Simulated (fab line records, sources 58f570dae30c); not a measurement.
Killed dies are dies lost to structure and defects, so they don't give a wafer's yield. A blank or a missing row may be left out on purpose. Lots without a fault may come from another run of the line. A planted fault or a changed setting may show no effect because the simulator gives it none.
A struck lot beside a sound one | flow berkeley_cmos170 | 14 steps out of a route of 331
Sound: wafers L957.1, L957.4, L957.5. Struck: wafers L949.1, L949.3, L949.6. The cause comes at the end.
At each step with rows: each side's tool, then ch and its chambers, then its first start. Under that, the readings that differ: sound wafers | struck wafers | difference of the means | sigmas: that difference in standard deviations of wafers without a fault.
alike: readings whose means differ by less than 2 such deviations, and words and numbers that are the same on both sides. not compared: withheld readings, readings that some wafer has no value for, bounds like >300 that may hide the same value, and numbers for which the record gives no deviation and whose values overlap.
The two part at a step that has a row with sigmas, a row that says differs or no value, or rows on one side only. Numbers that don't overlap but have no deviation are shown without sigmas and don't part them. A reading that every wafer of one side lacks parts them only if that side has two wafers or more.

UCB170_PVT_STRIP_08: strips in O2.
  sound on plasma_asher-03 ch 0,1, day 8 10:16; struck on plasma_asher-02 ch 0,1, day 6 16:31
  alike: drypump_motor_current_A, oes_product_au, strip_time_to_endpoint_s
  not compared: rf_hours_counter_h
UCB170_PVT_TW_MEAS_09:
  sound on film_metro-01, day 8 10:22; struck on film_metro-01, day 6 16:37
  alike: PVT_TW
then, 1 step without rows for these wafers: UCB170_GATE_WET_ETCH_00 (etches SiO2 in dHF, time 200 s).
UCB170_FIELD_THK_MEAS_91:
  sound on film_metro-04, day 8 10:29; struck on film_metro-01, day 6 17:46
  alike: FIELD_OXIDE_LEFT_2_THK
then, 1 step without rows for these wafers: UCB170_GATE_OXIDATION_01 (target thk 6.6 nm, ox time 1800 s).
UCB170_GATE_THK_MEAS_02:
  sound on film_metro-02, day 8 13:58; struck on film_metro-03, day 6 21:42
  alike: GATE_OXIDE_THK
then, 2 steps without rows for these wafers: UCB170_GATE_ANNEAL_03 (time 1800 s); UCB170_GATE_CVD_04 (deposits poly-Si from SiH4, time 1440 s, target thk 214 nm).
UCB170_GATE_THK_MEAS_05:
  sound on film_metro-03, day 8 18:11; struck on film_metro-02, day 7 01:13
  alike: GATE_POLY_THK
then, 3 steps without rows for these wafers: UCB170_GATE_COAT_06; UCB170_GATE_COAT_07 (resist thk 900 nm); UCB170_GATE_SOFTBAKE_08 (time 60 s).
UCB170_GATE_EXPOSE_09: exposes mask POLY, target cd 350 nm.
  sound on krf_scanner-02 ch 0, day 8 19:04; struck on krf_scanner-02, day 7 01:59
  no value came back on the struck wafers for exposure_dose_mJ_cm2, focus_offset_nm (nm); on the sound wafers exposure_dose_mJ_cm2 reads 20.710 20.752 20.738
  alike: mask
then, 1 step without rows for these wafers: UCB170_GATE_PEB_10.

WHERE THEY PART
Only at UCB170_GATE_EXPOSE_09, within this record.

WHY: what the simulator had put in
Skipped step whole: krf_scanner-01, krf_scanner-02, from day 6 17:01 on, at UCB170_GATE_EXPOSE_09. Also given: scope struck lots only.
